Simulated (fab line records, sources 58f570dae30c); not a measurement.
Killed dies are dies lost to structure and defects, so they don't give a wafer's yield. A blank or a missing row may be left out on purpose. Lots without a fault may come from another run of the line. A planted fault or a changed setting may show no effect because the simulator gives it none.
One fault seen from 2 desks | flow berkeley_cmos170 | each desk has only its own numbers; what lay behind them comes last

THE TOOL OWNER'S DESK: rie_diel-04
The tool's own readings at UCB170_V2_ETCH_14 (etches SiO2 in CHF3/CF4/Ar, stops on Al, target depth 1250 nm, time 291 s): means of the sampled wafers that have a number, for each lot that ran on this tool. A lot is out of limits, marked OUT, if its mean lies more than 4 standard deviations from the usual mean; the brackets give that distance.
Columns: A = cf4_flow_sccm at UCB170_V2_ETCH_14, usual 15.00 sccm; B = drypump_motor_current_A at UCB170_V2_ETCH_14, usual 5.9 A; C = mfc_ar_sccm at UCB170_V2_ETCH_14, usual 150.0 sccm; D = oes_product_au at UCB170_V2_ETCH_14, usual 0.865 a.u.; E = throttle_valve_pct at UCB170_V2_ETCH_14, usual 7.02 %
lot  | first seen here | A     | B   | C     | D                | E
L935 | day 8 01:19     | 14.97 | 6.1 | 149.8 | 0.855            | 7.06
L940 | day 9 03:37     | 14.96 | 5.8 | 149.5 | 0.868            | 7.11
L945 | day 10 19:23    | 15.04 | 5.9 | 149.9 | 0.871            | 7.04
L947 | day 11 10:06    | 15.01 | 5.9 | 149.9 | 0.875            | 7.03
L946 | day 11 13:54    | 15.03 | 6.0 | 150.1 | 0.864            | 7.04
L951 | day 11 15:01    | 14.99 | 6.2 | 150.1 | 0.790 (-5.8) OUT | 6.97
L956 | day 12 14:57    | 14.99 | 6.2 | 150.3 | 0.787 (-6.0) OUT | 6.96
This desk's finding: out of limits on L951, L956; first on L951, day 11 15:01 (oes_product_au at UCB170_V2_ETCH_14). In limits: L935, L940, L945, L947, L946.

THE METROLOGY DESK
What the gauges read, lot by lot, whatever tool the lot ran on: means of the sampled wafers that have a number. A lot is out of limits, marked OUT, if its mean lies more than 4 standard deviations from the usual mean; the brackets give that distance.
Columns: A = cd_nm at UCB170_M1_CD_MEAS_90, usual 698.4 nm; B = cd_nm at UCB170_V2_CD_MEAS_90, usual 699.9 nm
lot  | first seen here | A     | B
L935 | day 7 13:49     | 695.5 | 701.4
L938 | day 8 12:19     | 698.8 | 700.6
L940 | day 8 18:04     | 698.4 | 699.9
L942 | day 9 08:34     | 699.8 | 698.5
L941 | day 9 08:43     | 700.9 | 698.3
L943 | day 10 08:43    | 697.6 | 700.2
L945 | day 10 09:01    | 699.2 | 699.5
L948 | day 10 20:43    | 700.1 | 700.8
L947 | day 10 21:02    | 699.0 | 701.1
L946 | day 10 22:56    | 698.9 | 701.1
L951 | day 11 03:35    | 695.3 | 702.0
L950 | day 11 05:02    | 698.4 | 698.5
L956 | day 12 01:52    | 697.7 | 700.8
L958 | day 12 19:05    | 699.1 | 700.4
This desk's finding: nothing out of limits on any of the 14 lots.

PUT TOGETHER
The tool owner's desk could have raised an alarm at day 11 15:01, on L951, L956.
The metrology desk saw nothing out of limits.
The metrology desk has L951, L956 on record, within its limits.
Of the lots named, all ran UCB170_V2_ETCH_14 on rie_diel-04.

WHAT THE SIMULATOR HAD PUT IN
Process parameter drift: rie_diel-04, from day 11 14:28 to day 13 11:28, at UCB170_V2_ETCH_14. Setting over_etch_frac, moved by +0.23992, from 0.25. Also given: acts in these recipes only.
Lots struck among those shown: L951, L956.
Hours from the fault's start to each desk's first reading out of limits: the tool owner's desk, 1.
